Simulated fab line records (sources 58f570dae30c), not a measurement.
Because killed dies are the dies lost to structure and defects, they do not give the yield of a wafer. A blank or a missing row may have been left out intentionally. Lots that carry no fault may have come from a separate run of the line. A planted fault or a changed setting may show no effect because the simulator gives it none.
fab line records | flow berkeleyCmos170
[record] lots = 14 | wafers = 42 | lastDay = 12
route steps=331 shown ZERO@12 NWELL@28 ACTIVE@73 NVT@112
lots that met no fault: from a run of the same line without faults
startH: the number of hours between the record's first day and the start of the first shown wafer of the lot | waitH: hours from the lot's prior step to this one | " same as the row above | L1.1+2: a single row standing in for several wafers | - no value present, or no start provided | * or withheld: withheld | < > ~ a bound
route shown NAME@n: names a module that has steps shown in the file, with the first one's number in the route | usual: average and standard deviation across the fault-free wafers | same: alike in all rows | chamber/n: place in a boat | sites: each site's reading | _std_site: the values' standard deviation | _edge_site: mean of outer sites minus mean of inner sites | radiusMm: for every site, how far away it sits from the centre of the wafer | mask NAME#n: copy n | behind: the tool/chamber that last shaped the wafer | hold: cause of the lot's hold/its duration in hours/its outcome | device: transistor that didn't switch, given as n, p or np | end of line: the tests these same wafers got at the end of their route | where a step has no rows: the recipe by itself | killed: not the wafer's yield, but the dies lost to structure and defects at the first sort | map: per-die view of a wafer (x killed, . not killed, _ where there is no die)
set.NAME: the setting that was run; set.NAME@STEP: the one run at that earlier step | model.NAME: the simulator's own value behind a step, which no gauge read
one table for each step of the route and one row for each wafer, over a sample of lots
services: from which hour (startH, from the record's first day; less than 0 if before it) a tool's chamber was out of use, for how many hours, and why
[[steps]]
[step UCB170_ZERO_ETCH_06]
[recipe] chemistry = CHF3/CF4/Ar | target = SiO2 | timeS = 12 | pressureMtorr = 100 | rfW = 500 | CHF3_flow_sccm = 50 | cf4FlowSccm = 10 | Ar_flow_sccm = 120 | overEtchFrac = 1.58
[usual] drypumpMotorCurrentA = 5.6/0.42 | oesProductAu = 0.614/0.01 | throttleValvePct = 9.23/0.15
lot.wafer | tool       | chamber | startH | waitH | drypumpMotorCurrentA | oesProductAu | rfHoursCounterH | throttleValvePct
L441.1    | rieDiel-04 | 3       | 23.13  | -     | 5.4                  | 0.621        | 102             | 9.31
L441.2    | "          | 2       | "      | "     | 5.3                  | 0.599        | 143             | 9.40
L441.6    | "          | 1       | "      | "     | 4.8                  | 0.605        | -               | 9.00
L442.1    | rieDiel-03 | 3       | 28.50  | -     | 5.7                  | 0.607        | 8               | 9.18
L442.4    | "          | 1       | "      | "     | 5.7                  | 0.612        | 30              | 9.39
L442.5    | "          | 2       | "      | "     | 5.7                  | 0.610        | -               | 9.23
L443.1    | rieDiel-03 | 2       | 35.23  | -     | 5.7                  | 0.610        | 0               | 9.24
L443.2    | "          | 1       | "      | "     | 5.7                  | 0.615        | 30              | 9.42
L443.5    | "          | 1       | "      | "     | 5.7                  | 0.614        | -               | 9.42
L445.2    | rieDiel-01 | 0       | 41.31  | -     | 6.2                  | 0.622        | 91              | 9.11
L445.5    | "          | 1       | "      | "     | 5.2                  | 0.622        | -               | 9.03
L445.6    | "          | 0       | "      | "     | 6.2                  | 0.618        | -               | 9.11
L446.2    | rieDiel-03 | 3       | 53.02  | -     | 5.7                  | 0.601        | 8               | 9.21
L446.5    | "          | 3       | "      | "     | 5.7                  | 0.607        | -               | 9.20
L446.6    | "          | 2       | "      | "     | 5.7                  | 0.629        | -               | 9.22
L447.1    | rieDiel-04 | 3       | 53.18  | -     | 5.4                  | 0.628        | 103             | 9.32
L447.5    | "          | 2       | "      | "     | 5.3                  | 0.595        | -               | 9.40
L447.6    | "          | 1       | "      | "     | 4.8                  | 0.601        | -               | 8.99
L452.2    | rieDiel-01 | 0       | 76.48  | -     | 6.2                  | 0.616        | 92              | 9.11
L452.3    | "          | 1       | "      | "     | 5.2                  | 0.615        | 19              | 9.01
L452.6    | "          | 2       | "      | "     | 5.4                  | 0.610        | -               | 9.46
L453.2    | rieDiel-01 | 0       | 82.23  | -     | 6.2                  | 0.616        | 93              | 9.12
L453.5    | "          | 3       | "      | "     | 6.2                  | 0.634        | -               | 9.29
L453.6    | "          | 0       | "      | "     | 6.2                  | 0.626        | -               | 9.09
L455.3    | rieDiel-03 | 3       | 91.50  | -     | 5.7                  | 0.610        | 10              | 9.20
L455.4    | "          | 2       | "      | "     | 5.7                  | 0.615        | 2               | 9.23
L455.5    | "          | 0       | "      | "     | 6.2                  | 0.636        | -               | 9.02
L458.2    | rieDiel-01 | 0       | 115.18 | -     | 6.3                  | 0.615        | 94              | 9.09
L458.3    | "          | 2       | "      | "     | 5.4                  | 0.621        | 9               | 9.46
L458.5    | "          | 3       | "      | "     | 6.2                  | 0.631        | -               | 9.28
L461.1    | rieDiel-04 | 2       | 120.49 | -     | 5.3                  | 0.592        | 147             | 9.40
L461.2    | "          | 1       | "      | "     | 4.8                  | 0.599        | 24              | 9.01
L461.5    | "          | 0       | "      | "     | 5.3                  | 0.612        | -               | 9.30
L462.1    | rieDiel-04 | 2       | 128.27 | -     | 5.3                  | 0.601        | 148             | 9.41
L462.3    | "          | 1       | "      | "     | 4.8                  | 0.611        | 24              | 9.00
L462.4    | "          | 0       | "      | "     | 5.3                  | 0.612        | 27              | 9.27
L463.3    | rieDiel-03 | 3       | 132.84 | -     | 5.7                  | 0.614        | 11              | 9.21
L463.4    | "          | 2       | "      | "     | 5.7                  | 0.614        | 4               | 9.24
L463.5    | "          | 1       | "      | "     | 5.7                  | 0.612        | -               | 9.41
L464.2    | rieDiel-01 | 0       | 133.12 | -     | 6.2                  | 0.612        | 95              | 9.11
L464.3    | "          | 2       | "      | "     | 5.4                  | 0.610        | 10              | 9.47
L464.6    | "          | 3       | "      | "     | 6.2                  | 0.618        | -               | 9.28
[step UCB170_NWELL_IMPLANT_14]
[recipe] species = P | doseCm2 = 1e+13 | energyKev = 150 | tiltDeg = 7
[usual] beamEnergyKeV = 150.00/0.048 | endStationPressureTorr = 4.99e-06/2.8e-07
[same] implantIonAmu = 31
lot.wafer | tool         | chamber | startH | waitH | beamEnergyKeV | endStationPressureTorr
L441.1    | implanter-03 | 0       | 42.67  | 0.1   | 150.00        | 5.29e-06
L441.2    | "            | 0       | "      | "     | 150.05        | 4.57e-06
L441.6    | "            | 0       | "      | "     | 149.94        | 5.07e-06
L442.1    | implanter-04 | 0       | 42.95  | 0.1   | 149.96        | 4.76e-06
L442.4    | "            | 0       | "      | "     | 149.89        | 5.25e-06
L442.5    | "            | 0       | "      | "     | 150.01        | 4.86e-06
L443.1    | implanter-04 | 0       | 54.71  | 0.1   | 149.96        | 4.82e-06
L443.2    | "            | 0       | "      | "     | 149.99        | 4.06e-06
L443.5    | "            | 0       | "      | "     | 150.01        | 4.83e-06
L445.2    | implanter-04 | 0       | 56.58  | 0.1   | 149.95        | 4.65e-06
L445.5    | "            | 0       | "      | "     | 149.96        | 5.03e-06
L445.6    | "            | 0       | "      | "     | 150.03        | 5.1e-06
L446.2    | implanter-04 | 0       | 67.74  | 0.1   | 150.07        | 4.67e-06
L446.5    | "            | 0       | "      | "     | 149.99        | 5.05e-06
L446.6    | "            | 0       | "      | "     | 150.09        | 5.21e-06
L447.1    | implanter-04 | 0       | 68.02  | 0.1   | 150.01        | 5.08e-06
L447.5    | "            | 0       | "      | "     | 149.99        | 4.77e-06
L447.6    | "            | 0       | "      | "     | 150.03        | 5e-06
L453.2    | implanter-04 | 0       | 92.79  | 0.1   | 118.57        | 5.09e-06
L453.5    | "            | 0       | "      | "     | 118.56        | 4.81e-06
L453.6    | "            | 0       | "      | "     | 118.44        | 4.7e-06
L452.2    | implanter-03 | 0       | 92.90  | 0.1   | 150.02        | 5.15e-06
L452.3    | "            | 0       | "      | "     | 150.01        | 5.16e-06
L452.6    | "            | 0       | "      | "     | 149.99        | 5.03e-06
L455.3    | implanter-04 | 0       | 106.55 | 0.1   | 118.54        | 4.47e-06
L455.4    | "            | 0       | "      | "     | 118.47        | 4.99e-06
L455.5    | "            | 0       | "      | "     | 118.51        | 5.26e-06
L461.1    | implanter-03 | 0       | 133.63 | 0.1   | 150.01        | 4.7e-06
L461.2    | "            | 0       | "      | "     | 149.97        | 4.94e-06
L461.5    | "            | 0       | "      | "     | 149.98        | 5.06e-06
L458.2    | implanter-02 | 0       | 133.83 | 0.1   | 149.98        | 4.63e-06
L458.3    | "            | 0       | "      | "     | 149.99        | 5.33e-06
L458.5    | "            | 0       | "      | "     | 150.02        | 4.59e-06
L462.1    | implanter-03 | 0       | 140.28 | 0.1   | 150.02        | 5.16e-06
L462.3    | "            | 0       | "      | "     | 150.06        | 4.96e-06
L462.4    | "            | 0       | "      | "     | 149.99        | 5.68e-06
L464.2    | implanter-02 | 0       | 148.42 | 0.1   | 149.98        | 4.88e-06
L464.3    | "            | 0       | "      | "     | 150.05        | 4.74e-06
L464.6    | "            | 0       | "      | "     | 149.99        | 5.16e-06
L463.3    | implanter-03 | 0       | 149.47 | 0.1   | 149.98        | 4.83e-06
L463.4    | "            | 0       | "      | "     | 149.95        | 5.17e-06
L463.5    | "            | 0       | "      | "     | 149.95        | 4.96e-06
[step UCB170_NWELL_TW_MEAS_16]
[usual] NWELL_TW = 1243/11
lot.wafer | tool         | chamber | startH | waitH | NWELL_TW
L441.1    | filmMetro-01 | -       | 43.07  | 0.1   | 1244
L441.2    | "            | -       | "      | "     | 1240
L441.6    | "            | -       | "      | "     | 1252
L442.1    | filmMetro-04 | -       | 43.20  | 0.1   | 1246
L442.4    | "            | -       | "      | "     | 1249
L442.5    | "            | -       | "      | "     | 1248
L443.1    | filmMetro-02 | -       | 54.96  | 0.1   | 1230
L443.2    | "            | -       | "      | "     | 1229
L443.5    | "            | -       | "      | "     | 1232
L445.2    | filmMetro-04 | -       | 56.82  | 0.1   | 1254
L445.5    | "            | -       | "      | "     | 1249
L445.6    | "            | -       | "      | "     | 1253
L446.2    | filmMetro-02 | -       | 67.98  | 0.1   | 1235
L446.5    | "            | -       | "      | "     | 1230
L446.6    | "            | -       | "      | "     | 1235
L447.1    | filmMetro-01 | -       | 68.27  | 0.1   | 1246
L447.5    | "            | -       | "      | "     | 1240
L447.6    | "            | -       | "      | "     | 1247
L453.2    | filmMetro-01 | -       | 93.02  | 0.1   | 1193
L453.5    | "            | -       | "      | "     | 1197
L453.6    | "            | -       | "      | "     | 1197
L452.2    | filmMetro-02 | -       | 93.13  | 0.1   | 1226
L452.3    | "            | -       | "      | "     | 1238
L452.6    | "            | -       | "      | "     | 1227
L455.3    | filmMetro-02 | -       | 106.77 | 0.1   | 1180
L455.4    | "            | -       | "      | "     | 1173
L455.5    | "            | -       | "      | "     | 1173
L461.1    | filmMetro-01 | -       | 133.88 | 0.1   | 1246
L461.2    | "            | -       | "      | "     | 1244
L461.5    | "            | -       | "      | "     | 1244
L458.2    | filmMetro-02 | -       | 134.07 | 0.1   | 1225
L458.3    | "            | -       | "      | "     | 1218
L458.5    | "            | -       | "      | "     | 1220
L462.1    | filmMetro-01 | -       | 140.53 | 0.1   | 1246
L462.3    | "            | -       | "      | "     | 1250
L462.4    | "            | -       | "      | "     | 1248
L464.2    | filmMetro-02 | -       | 148.66 | 0.1   | 1229
L464.3    | "            | -       | "      | "     | 1230
L464.6    | "            | -       | "      | "     | 1226
L463.3    | filmMetro-02 | -       | 149.69 | 0.1   | 1235
L463.4    | "            | -       | "      | "     | 1230
L463.5    | "            | -       | "      | "     | 1228
[step UCB170_ACTIVE_CD_MEAS_13]
[recipe] targetCdNm = 1200
[usual] cdNm = 1200.5/1.1
lot.wafer | tool     | chamber | startH | waitH | cdNm
L442.1    | cdSem-02 | -       | 88.00  | -     | 1201.1
L442.4    | "        | -       | "      | "     | 1202.3
L442.5    | "        | -       | "      | "     | 1201.3
L441.1    | cdSem-01 | -       | 88.04  | -     | 1202.2
L441.2    | "        | -       | "      | "     | 1201.1
L441.6    | "        | -       | "      | "     | 1201.5
L443.1    | cdSem-01 | -       | 111.71 | -     | 1199.0
L443.2    | "        | -       | "      | "     | 1199.4
L443.5    | "        | -       | "      | "     | 1199.9
L445.2    | cdSem-02 | -       | 111.79 | -     | 1202.0
L445.5    | "        | -       | "      | "     | 1201.4
L445.6    | "        | -       | "      | "     | 1201.6
L446.2    | cdSem-01 | -       | 127.00 | -     | 1200.8
L446.5    | "        | -       | "      | "     | 1198.9
L446.6    | "        | -       | "      | "     | 1200.5
L447.1    | cdSem-02 | -       | 127.91 | -     | 1199.0
L447.5    | "        | -       | "      | "     | 1198.6
L447.6    | "        | -       | "      | "     | 1197.8
L452.2    | cdSem-01 | -       | 147.95 | -     | 1200.2
L452.3    | "        | -       | "      | "     | 1199.4
L452.6    | "        | -       | "      | "     | 1198.8
L453.2    | cdSem-01 | -       | 148.07 | -     | 1202.5
L453.5    | "        | -       | "      | "     | 1201.3
L453.6    | "        | -       | "      | "     | 1202.1
L455.3    | cdSem-01 | -       | 157.81 | -     | 1201.8
L455.4    | "        | -       | "      | "     | 1200.0
L455.5    | "        | -       | "      | "     | 1201.9
L458.2    | cdSem-02 | -       | 185.93 | -     | 1201.3
L458.3    | "        | -       | "      | "     | 1202.0
L458.5    | "        | -       | "      | "     | 1201.8
L461.1    | cdSem-02 | -       | 186.08 | -     | 1200.5
L461.2    | "        | -       | "      | "     | 1201.7
L461.5    | "        | -       | "      | "     | 1200.7
L462.1    | cdSem-02 | -       | 197.11 | -     | 1201.8
L462.3    | "        | -       | "      | "     | 1201.6
L462.4    | "        | -       | "      | "     | 1200.9
L463.3    | cdSem-02 | -       | 204.03 | -     | 1198.8
L463.4    | "        | -       | "      | "     | 1199.3
L463.5    | "        | -       | "      | "     | 1200.1
L464.2    | cdSem-02 | -       | 204.25 | -     | 1202.0
L464.3    | "        | -       | "      | "     | 1202.1
L464.6    | "        | -       | "      | "     | 1201.6
[step UCB170_NVT_STRIP_08]
[recipe] chemistry = O2 | powerW = 400 | pressureMtorr = 3500 | platenTempC = withheld | o2FlowSccm = 400 | overashFraction = 0.5
[usual] drypumpMotorCurrentA = 5.7/0.5 | o2FlowSccm = 400.1/1.2 | oesProductAu = 0.734/0.0043 | stripTimeToEndpointS = 21.64/0.073
lot.wafer | tool           | chamber | startH | waitH | drypumpMotorCurrentA | o2FlowSccm | oesProductAu | rfHoursCounterH | stripTimeToEndpointS
L442.1    | plasmaAsher-03 | 1       | 133.13 | 0.1   | 6.5                  | 398.4      | 0.740        | 2               | 21.60
L442.4    | "              | 0       | "      | "     | 5.7                  | 397.7      | 0.738        | -               | 21.65
L442.5    | "              | 1       | "      | "     | 6.4                  | 399.8      | 0.737        | -               | 21.65
L441.1    | plasmaAsher-03 | 0       | 133.40 | 0.1   | 5.7                  | 400.2      | 0.737        | 2               | 21.62
L441.2    | "              | 1       | "      | "     | 6.5                  | 397.5      | 0.734        | 2               | 21.60
L441.6    | "              | 0       | "      | "     | 5.7                  | 400.1      | 0.731        | -               | 21.60
L443.1    | plasmaAsher-02 | 1       | 146.85 | 0.1   | 5.7                  | 398.8      | 0.735        | 35              | 21.67
L443.2    | "              | 0       | "      | "     | 5.3                  | 400.3      | 0.737        | 35              | 21.76
L443.5    | "              | 0       | "      | "     | 5.3                  | 400.2      | 0.730        | -               | 21.66
L445.2    | plasmaAsher-03 | 1       | 147.15 | 0.1   | 6.5                  | 399.0      | 0.735        | 3               | 21.58
L445.5    | "              | 1       | "      | "     | 6.5                  | 399.5      | 0.734        | -               | 21.60
L445.6    | "              | 0       | "      | "     | 5.7                  | 398.7      | 0.736        | -               | 21.68
L447.1    | plasmaAsher-03 | 0       | 159.64 | 0.1   | 5.7                  | 400.6      | 0.732        | 5               | 21.58
L447.5    | "              | 1       | "      | "     | 6.5                  | 399.7      | 0.733        | -               | 21.62
L447.6    | "              | 0       | "      | "     | 5.7                  | 398.5      | 0.735        | -               | 21.67
L446.2    | plasmaAsher-03 | 1       | 160.32 | 0.1   | 6.5                  | 401.8      | 0.743        | 5               | 21.69
L446.5    | "              | 1       | "      | "     | 6.5                  | 400.9      | 0.737        | -               | 21.76
L446.6    | "              | 0       | "      | "     | 5.7                  | 402.3      | 0.735        | -               | 21.61
L452.2    | plasmaAsher-03 | 1       | 180.69 | 0.1   | 6.5                  | 399.0      | 0.735        | 7               | 21.68
L452.3    | "              | 1       | "      | "     | 6.5                  | 399.0      | 0.733        | -               | 21.71
L452.6    | "              | 0       | "      | "     | 5.7                  | 400.7      | 0.743        | -               | 21.69
L453.2    | plasmaAsher-04 | 0       | 180.85 | 0.1   | 6.0                  | 400.4      | 0.736        | 44              | 21.70
L453.5    | "              | 0       | "      | "     | 6.0                  | 398.4      | 0.738        | -               | 21.68
L453.6    | "              | 1       | "      | "     | 4.8                  | 401.2      | 0.730        | -               | 21.68
L455.3    | plasmaAsher-02 | 0       | 194.90 | 0.1   | 5.3                  | 399.1      | 0.728        | -               | 21.56
L455.4    | "              | 1       | "      | "     | 5.7                  | 400.9      | 0.742        | -               | 21.57
L455.5    | "              | 1       | "      | "     | 5.7                  | 400.6      | 0.726        | -               | 21.60
L458.2    | plasmaAsher-04 | 1       | 225.19 | 0.1   | 4.8                  | 400.7      | 0.735        | 49              | 21.61
L458.3    | "              | 0       | "      | "     | 6.0                  | 401.1      | 0.732        | -               | 21.62
L458.5    | "              | 0       | "      | "     | 6.0                  | 402.3      | 0.729        | -               | 21.63
L461.1    | plasmaAsher-03 | 1       | 225.70 | 0.1   | 6.5                  | 398.4      | 0.727        | 13              | 21.55
L461.2    | "              | 0       | "      | "     | 5.7                  | 401.6      | 0.743        | 13              | 21.53
L461.5    | "              | 0       | "      | "     | 5.7                  | 402.2      | 0.740        | -               | 21.50
L462.1    | plasmaAsher-02 | 0       | 237.36 | 0.1   | 5.3                  | 400.0      | 0.732        | 46              | 21.62
L462.3    | "              | 0       | "      | "     | 5.3                  | 399.8      | 0.739        | -               | 21.61
L462.4    | "              | 1       | "      | "     | 5.7                  | 398.9      | 0.734        | -               | 21.61
L463.3    | plasmaAsher-02 | 0       | 237.64 | 0.1   | 5.3                  | 398.7      | 0.730        | -               | 21.53
L463.4    | "              | 1       | "      | "     | 5.7                  | 399.7      | 0.736        | -               | 21.56
L463.5    | "              | 0       | "      | "     | 5.3                  | 399.0      | 0.736        | -               | 21.48
L464.2    | plasmaAsher-02 | 0       | 237.91 | 0.1   | 5.4                  | 400.4      | 0.733        | 46              | 21.55
L464.3    | "              | 1       | "      | "     | 5.7                  | 398.3      | 0.734        | -               | 21.62
L464.6    | "              | 1       | "      | "     | 5.7                  | 401.0      | 0.739        | -               | 21.60
[[services]]
tool           | chamber | startH | hours | kind
implanter-02   | -       | 14.95  | 67.6  | repair
plasmaAsher-03 | -       | 24.77  | 2.8   | pm
rieDiel-03     | 0       | 31.07  | 7.1   | repair
plasmaAsher-04 | -       | 35.20  | 0.7   | repair
rieDiel-03     | 3       | 36.57  | 3.8   | repair
implanter-02   | -       | 82.59  | 4.6   | pm
rieDiel-04     | 2       | 82.90  | 9.5   | repair
plasmaAsher-03 | -       | 108.75 | 9.0   | pm
plasmaAsher-03 | -       | 127.03 | 1.4   | repair
rieDiel-03     | 3       | 134.08 | 4.8   | repair
implanter-03   | -       | 145.23 | 3.8   | pm
rieDiel-04     | 3       | 154.08 | 7.4   | repair
rieDiel-03     | 3       | 167.16 | 8.5   | repair
rieDiel-03     | 0       | 167.63 | 7.3   | repair
implanter-03   | -       | 170.40 | 14.2  | repair
implanter-02   | -       | 172.07 | 16.6  | repair
rieDiel-03     | 1       | 177.26 | 12.4  | repair
rieDiel-04     | 3       | 181.72 | 6.8   | repair
rieDiel-04     | 2       | 182.19 | 11.9  | repair
implanter-04   | -       | 199.05 | 0.7   | repair
rieDiel-01     | 3       | 199.35 | 16.5  | repair
rieDiel-04     | 2       | 204.70 | 9.7   | repair
rieDiel-01     | 1       | 223.39 | 7.0   | repair
plasmaAsher-03 | -       | 235.32 | 26.4  | repair
[[key]]
[firstSign] step = UCB170_NWELL_IMPLANT_14 | reading = beamEnergyKeV | direction = down | sigmas = 99+ | usual = 150.00 | struck = 118.51
[effect] step = UCB170_NWELL_TW_MEAS_16 | reading = NWELL_TW | direction = down | sigmas = 5.4 | usual = 1243 | struck = 1185
metAt UCB170_NWELL_IMPLANT_14
struckLots L453,L455
rowsEnd L453.2,L453.5,L453.6,L455.4
testerLeftOut L455
notActingAt UCB170_ZERO_ETCH_06,UCB170_ACTIVE_CD_MEAS_13,UCB170_NVT_STRIP_08
onsetBetween 68.02 92.79
[fault] kind = processParameterDrift | tool = implanter-04 | chamber = - | onsetH = 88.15 | steps = UCB170_NWELL_IMPLANT_14 | channel = energyKev | offset = -31.504 | shape = step | endH = 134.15 | actsIn = theseRecipesOnly | stated = 150
// testerLeftOut: of these lots the tester's yield and bins aren't shown, on N5 and GAA mostly nor the transistor test; their killed dies are dies lost to structure and defects alone, not to doping, threshold or leakage, so they don't give the yield
// rowsEnd: these wafers met a further fault down the route, and their rows from its step on are left out
